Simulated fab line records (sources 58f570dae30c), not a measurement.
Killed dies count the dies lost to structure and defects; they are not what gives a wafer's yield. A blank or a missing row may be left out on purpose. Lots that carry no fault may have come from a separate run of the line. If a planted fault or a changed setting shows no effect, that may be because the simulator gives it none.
fab line records | flow berkeley-cmos170 | part 2 of 2: steps 28 to 36 of 36
record lots=5 | wafers=15 | last-day=11
route steps=331 shown PLDD@147 NLDD@158 SPACER@171 PSD@175
lots that met no fault: taken from a fault-free run of the same line
start-h: hours from the record's first day to the start of the lot's first wafer shown | wait-h: hours from the lot's prior step to this one | " as in the row above | L1.1+2: one row covering several wafers at once | - either no value or no given start | * or withheld: withheld | < > ~ a bound
route shown NAME@n: NAME is a module with steps in the file, n the number in the route of the first one | usual: mean/standard deviation of fault-free wafers | same: alike in all rows | chamber/n: place in a boat | sites: readings site by site | _std_site: their standard deviation | _edge_site: outer sites' mean less inner sites' | radius-mm: for every site, how far away it sits from the centre of the wafer | mask NAME#n: copy n | behind: the tool/chamber that last shaped the wafer | hold: cause of the lot's hold/its duration in hours/its outcome | device: the transistor (n, p or np) that didn't switch | end of line: the route-end tests of the same wafers | a step without rows: its recipe alone | killed: at the first sort, the dies lost to defects and structure; wafer yield is something else | map: the dies of a wafer, with x for killed, . for not killed, _ for no die there
set.NAME: the run value of the setting; set.NAME@STEP: its run value at that earlier step | model.NAME: the simulator's own value behind a step, which no gauge read
lots at some steps of the route; a table a step, a row a wafer
services: a tool's chamber out of use, with start hour (start-h, from the record's first day; less than 0 if before it), hours out, and reason
## steps
# step UCB170_SPACER_ETCHBACK_03
# recipe stop-on=Si | target=SiO2 | chemistry=CHF3/CF4/Ar | CHF3_flow_sccm=50 | cf4-flow-sccm=10 | Ar_flow_sccm=120 | pressure-mtorr=200 | rf-w=500 | target-depth-a=3760 | time-s=100
# usual drypump-motor-current-A=5.7/0.36 | oes-product-au=0.894/0.019 | throttle-valve-pct=6.48/0.076
lot.wafer | tool        | chamber | start-h | wait-h | drypump-motor-current-A | oes-product-au | rf-hours-counter-h | throttle-valve-pct
L078.2    | rie-diel-04 | 0       | 141.33  | 0.0    | 6.3                     | 0.905          | 50                 | 6.64
L078.3    | "           | 2       | "       | "      | 5.9                     | 0.922          | 35                 | 6.54
L078.4    | "           | 3       | "       | "      | 5.3                     | 0.893          | 138                | 6.53
L080.1    | rie-diel-04 | 2       | 146.58  | 0.0    | 5.9                     | 0.916          | 35                 | 6.53
L080.3    | "           | 1       | "       | "      | 5.9                     | 0.885          | 126                | 6.38
L080.6    | "           | 1       | "       | "      | 5.9                     | 0.899          | -                  | 6.38
L083.1    | rie-diel-03 | 3       | 170.13  | 0.0    | 6.0                     | 0.899          | 140                | 6.34
L083.2    | "           | 1       | "       | "      | 5.5                     | 0.856          | 138                | 6.44
L083.4    | "           | 2       | "       | "      | 5.7                     | 0.911          | 115                | 6.47
L093.1    | rie-diel-03 | 2       | 229.68  | 0.0    | 5.7                     | 0.900          | 117                | 6.46
L093.2    | "           | 0       | "       | "      | 5.7                     | 0.880          | 18                 | 6.46
L093.5    | "           | 0       | "       | "      | 5.6                     | 0.888          | -                  | 6.47
L094.1    | rie-diel-04 | 0       | 229.68  | 0.0    | 6.3                     | 0.903          | 54                 | 6.66
L094.4    | "           | 3       | "       | "      | 5.3                     | 0.900          | 142                | 6.52
L094.6    | "           | 3       | "       | "      | 5.4                     | 0.890          | -                  | 6.51
# step UCB170_PSD_HMDS_00
# recipe prime-time-s=60 | prime-temp-c=100
# usual chill-plate-temp-C=23.02/0.11
lot.wafer | tool           | chamber | start-h | wait-h | chill-plate-temp-C
L078.2    | litho-track-02 | 0       | 141.43  | 0.1    | 22.83
L078.3    | "              | 0       | "       | "      | 23.16
L078.4    | "              | 0       | "       | "      | 22.85
L080.1    | litho-track-02 | 0       | 146.69  | 0.1    | 22.92
L080.3    | "              | 0       | "       | "      | 22.94
L080.6    | "              | 0       | "       | "      | 22.85
L083.1    | litho-track-03 | 0       | 170.20  | 0.0    | 23.11
L083.2    | "              | 0       | "       | "      | 23.08
L083.4    | "              | 0       | "       | "      | 23.02
L093.1    | litho-track-02 | 0       | 229.75  | 0.0    | 23.03
L093.2    | "              | 0       | "       | "      | 23.00
L093.5    | "              | 0       | "       | "      | 23.09
L094.1    | litho-track-03 | 0       | 229.75  | 0.0    | 22.99
L094.4    | "              | 0       | "       | "      | 22.95
L094.6    | "              | 0       | "       | "      | 22.93
# step UCB170_PSD_COAT_01
# recipe resist=KrF | spin-rpm=1500 | resist-thk-nm=900
# usual chill-plate-temp-C=23.00/0.11
lot.wafer | tool           | chamber | start-h | wait-h | chill-plate-temp-C
L078.2    | litho-track-02 | 0       | 141.58  | 0.1    | 23.30
L078.3    | "              | 0       | "       | "      | 23.18
L078.4    | "              | 0       | "       | "      | 23.32
L080.1    | litho-track-02 | 0       | 146.84  | 0.1    | 23.19
L080.3    | "              | 0       | "       | "      | 23.08
L080.6    | "              | 0       | "       | "      | 23.08
L083.1    | litho-track-03 | 0       | 170.35  | 0.1    | 23.07
L083.2    | "              | 0       | "       | "      | 22.97
L083.4    | "              | 0       | "       | "      | 23.07
L093.1    | litho-track-02 | 0       | 229.90  | 0.1    | 23.08
L093.2    | "              | 0       | "       | "      | 23.27
L093.5    | "              | 0       | "       | "      | 23.29
L094.1    | litho-track-03 | 0       | 229.90  | 0.1    | 22.78
L094.4    | "              | 0       | "       | "      | 22.92
L094.6    | "              | 0       | "       | "      | 22.92
# step UCB170_PSD_SOFTBAKE_02
# recipe resist=KrF | temp-c=130 | time-s=60
# usual chill-plate-temp-C=23.00/0.1 | plate-temp-C=129.99/0.13
lot.wafer | tool           | chamber | start-h | wait-h | chill-plate-temp-C | plate-temp-C
L078.2    | litho-track-02 | 0       | 141.73  | 0.1    | 23.02              | 130.00
L078.3    | "              | 0       | "       | "      | 22.94              | 129.90
L078.4    | "              | 0       | "       | "      | 22.92              | 129.97
L080.1    | litho-track-02 | 0       | 146.99  | 0.1    | 22.85              | 130.10
L080.3    | "              | 0       | "       | "      | 22.94              | 130.07
L080.6    | "              | 0       | "       | "      | 22.96              | 130.13
L083.1    | litho-track-03 | 0       | 170.50  | 0.1    | 23.11              | 130.06
L083.2    | "              | 0       | "       | "      | 23.09              | 129.87
L083.4    | "              | 0       | "       | "      | 22.96              | 130.14
L093.1    | litho-track-02 | 0       | 230.05  | 0.1    | 23.24              | 130.15
L093.2    | "              | 0       | "       | "      | 23.32              | 129.96
L093.5    | "              | 0       | "       | "      | 23.24              | 130.06
L094.1    | litho-track-03 | 0       | 230.05  | 0.1    | 23.15              | 130.13
L094.4    | "              | 0       | "       | "      | 23.05              | 130.08
L094.6    | "              | 0       | "       | "      | 22.98              | 130.13
# step UCB170_PSD_EXPOSE_03
# recipe mask-id=PSELECT_MOD | na=0.5 | sigma-outer=0.6 | source-shape=conventional | target-cd-nm=1200 | dose-mj=30
lot.wafer  | tool           | chamber | start-h | wait-h | mask
L078.2+3+4 | krf-scanner-01 | 0       | 141.87  | 0.1    | PSELECT_MOD#0
L080.1+3+6 | krf-scanner-01 | 0       | 147.14  | 0.1    | PSELECT_MOD#0
L083.1+2+4 | krf-scanner-02 | 0       | 171.10  | 0.6    | PSELECT_MOD#0
L093.1+2+5 | krf-scanner-01 | 0       | 230.20  | 0.1    | PSELECT_MOD#0
L094.1+4+6 | krf-scanner-02 | 0       | 230.45  | 0.4    | PSELECT_MOD#0
# step UCB170_PSD_PEB_04
# recipe peb-temp-c=130 | peb-time-s=withheld | resist=KrF
# usual chill-plate-temp-C=22.98/0.099 | plate-temp-C=129.98/0.16
lot.wafer | tool           | chamber | start-h | wait-h | chill-plate-temp-C | plate-temp-C
L078.2    | litho-track-04 | 0       | 141.99  | 0.1    | 23.00              | 130.15
L078.3    | "              | 0       | "       | "      | 23.05              | 129.98
L078.4    | "              | 0       | "       | "      | 22.97              | 129.87
L080.1    | litho-track-03 | 0       | 147.48  | 0.3    | 22.98              | 130.12
L080.3    | "              | 0       | "       | "      | 22.97              | 130.18
L080.6    | "              | 0       | "       | "      | 23.07              | 130.10
L083.1    | litho-track-02 | 0       | 171.22  | 0.1    | 23.18              | 129.91
L083.2    | "              | 0       | "       | "      | 22.91              | 129.94
L083.4    | "              | 0       | "       | "      | 23.01              | 129.82
L093.1    | litho-track-02 | 0       | 230.32  | 0.1    | 22.88              | 130.05
L093.2    | "              | 0       | "       | "      | 22.97              | 130.01
L093.5    | "              | 0       | "       | "      | 22.99              | 129.91
L094.1    | litho-track-02 | 0       | 230.60  | 0.1    | 22.97              | 130.11
L094.4    | "              | 0       | "       | "      | 22.98              | 129.97
L094.6    | "              | 0       | "       | "      | 22.93              | 129.97
# step UCB170_PSD_DEVELOP_05
# recipe developer=TMAH | develop-time-s=45 | resist=KrF | dev-temp-c=21
# usual chill-plate-temp-C=22.99/0.092
lot.wafer | tool           | chamber | start-h | wait-h | chill-plate-temp-C
L078.2    | litho-track-04 | 0       | -       | -      | 23.08
L078.3    | "              | 0       | "       | "      | 23.02
L078.4    | "              | 0       | "       | "      | 23.03
L080.1    | litho-track-03 | 0       | -       | -      | 22.94
L080.3    | "              | 0       | "       | "      | 23.09
L080.6    | "              | 0       | "       | "      | 23.02
L083.1    | litho-track-02 | 0       | -       | -      | 22.99
L083.2    | "              | 0       | "       | "      | 22.88
L083.4    | "              | 0       | "       | "      | 22.97
L093.1    | litho-track-02 | 0       | -       | -      | 22.92
L093.2    | "              | 0       | "       | "      | 23.15
L093.5    | "              | 0       | "       | "      | 23.13
L094.1    | litho-track-02 | 0       | -       | -      | 22.98
L094.4    | "              | 0       | "       | "      | 22.93
L094.6    | "              | 0       | "       | "      | 22.95
# step UCB170_PSD_CD_MEAS_06
# recipe target-cd-nm=1200
# usual cd-nm=1199.8/1.5
lot.wafer | tool      | chamber | start-h | wait-h | cd-nm
L078.2    | cd-sem-01 | -       | 142.26  | -      | 1197.2
L078.3    | "         | -       | "       | "      | 1198.1
L078.4    | "         | -       | "       | "      | 1197.1
L080.1    | cd-sem-02 | -       | 147.78  | -      | 1201.9
L080.3    | "         | -       | "       | "      | 1201.6
L080.6    | "         | -       | "       | "      | 1200.8
L083.1    | cd-sem-02 | -       | 171.49  | -      | 1200.9
L083.2    | "         | -       | "       | "      | 1199.5
L083.4    | "         | -       | "       | "      | 1199.7
L093.1    | cd-sem-02 | -       | 230.60  | -      | 1201.1
L093.2    | "         | -       | "       | "      | 1201.2
L093.5    | "         | -       | "       | "      | 1200.4
L094.1    | cd-sem-02 | -       | 230.87  | -      | 1201.3
L094.4    | "         | -       | "       | "      | 1201.6
L094.6    | "         | -       | "       | "      | 1199.8
# step UCB170_PSD_OVL_MEAS_07
# usual PSD_OVL=-1/5.1
lot.wafer | tool       | chamber | start-h | wait-h | PSD_OVL[nm]
L078.2    | overlay-02 | -       | 142.37  | 0.1    | 2
L078.3    | "          | -       | "       | "      | 5
L078.4    | "          | -       | "       | "      | 1
L080.1    | overlay-01 | -       | 147.90  | 0.1    | -2
L080.3    | "          | -       | "       | "      | -4
L080.6    | "          | -       | "       | "      | -1
L083.1    | overlay-01 | -       | 171.61  | 0.1    | -5
L083.2    | "          | -       | "       | "      | -7
L083.4    | "          | -       | "       | "      | -4
L093.1    | overlay-02 | -       | 230.72  | 0.1    | -1
L093.2    | "          | -       | "       | "      | -3
L093.5    | "          | -       | "       | "      | -1
L094.1    | overlay-02 | -       | 230.99  | 0.1    | 6
L094.4    | "          | -       | "       | "      | 12
L094.6    | "          | -       | "       | "      | 12
## services
tool            | chamber | start-h | hours | kind
rie-diel-03     | 3       | 114.44  | 2.7   | repair
krf-scanner-02  | -       | 118.21  | 0.8   | pm
pecvd-02        | -       | 121.62  | 1.5   | repair
pecvd-02        | -       | 135.50  | 14.0  | pm
furnace-01      | -       | 138.50  | 4.9   | pm
krf-scanner-01  | -       | 140.72  | 0.4   | repair
plasma-asher-04 | -       | 148.95  | 2.8   | repair
implanter-01    | -       | 159.33  | 14.6  | pm
plasma-asher-02 | -       | 160.96  | 13.1  | repair
pecvd-02        | 0       | 161.76  | 4.6   | repair
rie-diel-03     | 2       | 171.13  | 3.5   | repair
krf-scanner-02  | -       | 173.43  | 4.2   | repair
rie-diel-03     | 3       | 179.34  | 10.1  | repair
krf-scanner-01  | -       | 185.58  | 4.0   | pm
pecvd-01        | -       | 188.41  | 6.0   | pm
furnace-02      | -       | 193.13  | 3.2   | pm
implanter-03    | -       | 195.53  | 2.9   | pm
pecvd-02        | 1       | 195.70  | 14.1  | repair
rie-diel-04     | 3       | 196.93  | 8.5   | repair
krf-scanner-01  | -       | 203.08  | 4.4   | pm
krf-scanner-02  | 0       | 207.93  | -     | calibration
implanter-03    | -       | 224.18  | 5.5   | repair
plasma-asher-02 | -       | 225.46  | 2.8   | pm
krf-scanner-02  | -       | 230.70  | 1.0   | pm
